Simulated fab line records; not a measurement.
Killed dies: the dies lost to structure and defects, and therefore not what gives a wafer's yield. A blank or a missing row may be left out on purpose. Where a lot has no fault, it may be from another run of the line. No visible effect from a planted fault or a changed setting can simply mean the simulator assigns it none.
Which tool was responsible?	flow ritCmos	42 wafers from 14 lots sampled at 2 of the route's 202 steps

## WHAT THE GAUGES SHOWED, per wafer
RIT_ACTIVE_THK_MEAS_04. Usual: ACTIVE_NITRIDE_THK 150.2 nm, standard deviation 1.3.
lot	measured	on	ACTIVE_NITRIDE_THK (nm)	flag
L280	day 1 13:39	filmMetro-03	152.5 152.4 153.6	
L283	day 2 04:33	filmMetro-04	150.6 149.6 149.4	
L285	day 2 14:39	filmMetro-04	149.1 149.7 150.8	
L286	day 2 21:31	filmMetro-03	151.9 151.3 151.6	
L287	day 3 01:21	filmMetro-03	148.0 148.8 148.6	
L288	day 3 05:38	filmMetro-03	149.9 149.8 151.0	
L289	day 3 11:51	filmMetro-03	151.5 151.6 151.7	
L290	day 3 15:32	filmMetro-04	150.5 149.9 148.4	
L292	day 4 01:32	filmMetro-02	149.0 148.0 149.5	
L293	day 4 08:19	filmMetro-03	153.0 153.1 152.7	
L294	day 4 11:32	filmMetro-04	149.4 149.5 148.3	
L295	day 4 17:52	filmMetro-02	149.8 150.9 149.8	
L296	day 4 22:07	filmMetro-02	181.1 166.8 157.3	OFF
L297	day 5 02:46	filmMetro-03	180.3 164.4 155.4	OFF

## WHAT TOOL EACH LOT RAN ON (gives the tool, then ch and the chambers of the sampled wafers, and finally the start)
lot	RIT_ACTIVE_CVD_03
L280	lpcvd-01 ch 1, day 1 12:13
L283	lpcvd-01 ch 1, day 2 03:08
L285	lpcvd-01 ch 0, day 2 13:13
L286	lpcvd-02 ch 0, day 2 20:05
L287	lpcvd-01 ch 1, day 2 23:56
L288	lpcvd-01 ch 0, day 3 04:14
L289	lpcvd-01 ch 1, day 3 10:25
L290	lpcvd-01 ch 1, day 3 14:07
L292	lpcvd-01 ch 0, day 4 00:07
L293	lpcvd-02 ch 0, day 4 06:53
L294	lpcvd-02 ch 0, day 4 10:07
L295	lpcvd-01 ch 0, day 4 16:27
L296	lpcvd-02 ch 0, day 4 20:41
L297	lpcvd-02 ch 0, day 5 01:20
- RIT_ACTIVE_CVD_03: deposits Si3N4 from SiH2Cl2/NH3, target thk 150 nm, time 1500 s.

## WHAT THE TOOLS THEMSELVES READ (means of the sampled wafers that have a number; where no wafer has one, the mark that the record gives instead)
RIT_ACTIVE_CVD_03. Usual: spikeTcCentreC 813.3 C, standard deviation 1.2; spikeTcLoadC 831.3 C, standard deviation 2.5; zonePowerCentrePct 39.5 %, standard deviation 3; zonePowerSourcePct 20.09 %, standard deviation 0.19.
lot	tool	spikeTcCentreC (C)	spikeTcLoadC (C)	zonePowerCentrePct (%)	zonePowerSourcePct (%)	flag
L280	lpcvd-01	813.3	832.9	38.4	20.05	
L283	lpcvd-01	813.5	833.6	38.1	19.96	
L285	lpcvd-01	811.2	831.6	37.5	20.00	
L286	lpcvd-02	814.4	827.5	44.6	20.20	
L287	lpcvd-01	813.9	833.9	38.4	19.97	
L288	lpcvd-01	812.5	831.1	37.6	19.92	
L289	lpcvd-01	815.0	833.9	38.6	20.28	
L290	lpcvd-01	813.5	834.0	38.3	20.01	
L292	lpcvd-01	813.1	832.2	37.0	20.01	
L293	lpcvd-02	814.1	828.5	44.6	20.35	
L294	lpcvd-02	813.4	827.8	44.8	20.12	
L295	lpcvd-01	813.0	832.1	37.5	19.94	
L296	lpcvd-02	841.8	827.3	56.6	18.75	OFF
L297	lpcvd-02	841.7	827.0	56.7	18.83	OFF

## THE ANSWER, worked out from the rows above alone
Rule: lot off if the mean of its wafers having a number is beyond 3 standard deviations from the usual mean. Also off: a lot with no number at a reading for which 4 or more lots have one. The other lots that the step has rows for count as sound. After the gauges, taken in route order, come the tools' own readings; for these a lot's mean is taken, as printed above. At the first step where some lot is off, the reading lying furthest off is the one used; lots without a number count as furthest.
Off: L296, L297, at RIT_ACTIVE_THK_MEAS_04 (ACTIVE_NITRIDE_THK).
A tool fits if, at a process step before that reading, it ran every lot that is off, and no sound lot after the first of them. The gauges at RIT_ACTIVE_THK_MEAS_04 aren't tried: what is off there is off at RIT_ACTIVE_CVD_03 too, on other tools, and a gauge's error can't cause that. One fits: RIT_ACTIVE_CVD_03 on lpcvd-02. A fault onset in the window from L294 (day 4 10:07, its last sound lot) to L296 (day 4 20:41, its first lot off) fits.
The tool's own readings at RIT_ACTIVE_CVD_03 bear it out: on the lots that are off they differ by more than 5 times the standard deviation of the sound lots' means. spikeTcCentreC reads 841.8 C there against 813.4 C on the sound lots; zonePowerCentrePct reads 56.7 % there against 39.6 % on the sound lots; zonePowerSourcePct reads 18.79 % there against 20.07 % on the sound lots.

## WHAT THE SIMULATOR HAD PUT IN
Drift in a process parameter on lpcvd-02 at RIT_ACTIVE_CVD_03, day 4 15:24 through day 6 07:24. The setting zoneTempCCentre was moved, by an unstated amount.
Struck lots among those shown: L296, L297. The rule above found the same.
